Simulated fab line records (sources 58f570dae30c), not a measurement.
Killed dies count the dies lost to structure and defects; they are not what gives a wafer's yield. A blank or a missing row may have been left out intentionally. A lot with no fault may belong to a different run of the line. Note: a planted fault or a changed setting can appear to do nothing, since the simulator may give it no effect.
One fault seen from 2 desks	flow berkeley cmos170	each desk holds nothing but its own numbers, with what lay behind them at the end

== FROM THE METROLOGY DESK ==
What the gauges read, lot by lot, whatever tool the lot ran on: means of the sampled wafers that have a number. The brackets show how far a lot's mean lies from the usual mean; more than 4 standard deviations puts the lot out of limits, marked OUT.
Columns: A = PSD_TW at UCB170_PSD_TW_MEAS_10, usual 2324; B = cd nm at UCB170_NSD_CD_MEAS_06, usual 1200.0 nm; C = PSD_RS at UCB170_SDANNEAL_RS_MEAS_02, usual 75.6 ohm/sq; D = NSD_RS at UCB170_SDANNEAL_RS_MEAS_03, usual 37.26 ohm/sq
lot	first seen here	A	B	C	D
L542	day 8 05:26	2323	1199.5	75.2	37.15
L544	day 8 10:17	2284	1200.9	75.4	37.22
L547	day 8 20:02	2329	1200.4	75.5	37.21
L545	day 8 20:20	2284	1200.5	75.9	37.29
L549	day 9 09:08	2303	1199.9	75.4	37.25
L551	day 9 09:24	2345	1201.1	75.1	37.22
L550	day 9 09:41	2335	1198.7	75.6	37.33
L553	day 9 19:59	2347	1198.4	75.6	37.27
L552	day 9 20:03	2362	1200.3	75.7	37.32
L554	day 10 09:29	2285	1198.3	75.9	37.27
L557	day 10 15:40	2334	1198.6	69.9 (-19) OUT	36.11 (-15) OUT
L558	day 11 15:50	2322	1199.2	69.8 (-19) OUT	36.00 (-16) OUT
L562	day 11 15:57	2299	1198.9	75.9	37.27
L561	day 11 16:06	2337	1199.5	69.5 (-20) OUT	35.95 (-17) OUT
L565	day 12 21:07	2331	1201.9	75.7	37.14
Per this desk, out of limits: L557, L558, L561; the first was L557, day 10 21:40 (PSD_RS at UCB170_SDANNEAL_RS_MEAS_02). L542, L544, L547, L545, L549, L551, L550, L553, L552, L554, L562, L565 stayed within limits.

== DESK OF THE TOOL OWNER: rtp anneal-01 ==
Per lot that ran on this tool, the mean of the sampled wafers carrying a number, from the tool's own readings at UCB170_SDANNEAL_RTA_01 (time 5 s). The brackets show how far a lot's mean lies from the usual mean; more than 4 standard deviations puts the lot out of limits, marked OUT.
Columns: A = lamp power pct at UCB170_SDANNEAL_RTA_01, usual 36.92 %; B = wafer_temp_C_max at UCB170_SDANNEAL_RTA_01, usual 1054.7
lot	first seen here	A	B
L551	day 9 14:54	36.56	1053.3
L553	day 10 01:14	36.58	1054.0
L554	day 10 13:09	36.58	1053.8
L557	day 10 21:33	36.59	1053.1
L561	day 11 19:21	36.60	1054.3
L558	day 11 20:02	36.59	1053.5
Finding of this desk: none of the 6 lots has anything out of limits.

== BROUGHT TOGETHER ==
At day 10 21:40 the metrology desk could have sounded an alarm, on L557, L558, L561.
Nothing out of limits was seen by the tool owner's desk.
On record at the tool owner's desk: L557, L558, L561, within its limits.
All the named lots went through UCB170_SDANNEAL_RTA_01 on rtp anneal-01.

== WHAT WAS PUT IN BY THE SIMULATOR ==
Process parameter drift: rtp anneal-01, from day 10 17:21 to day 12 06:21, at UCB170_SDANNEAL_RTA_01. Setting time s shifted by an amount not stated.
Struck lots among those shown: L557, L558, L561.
Delay in hours, fault start to first out-of-limits reading, per desk: metrology desk 4.
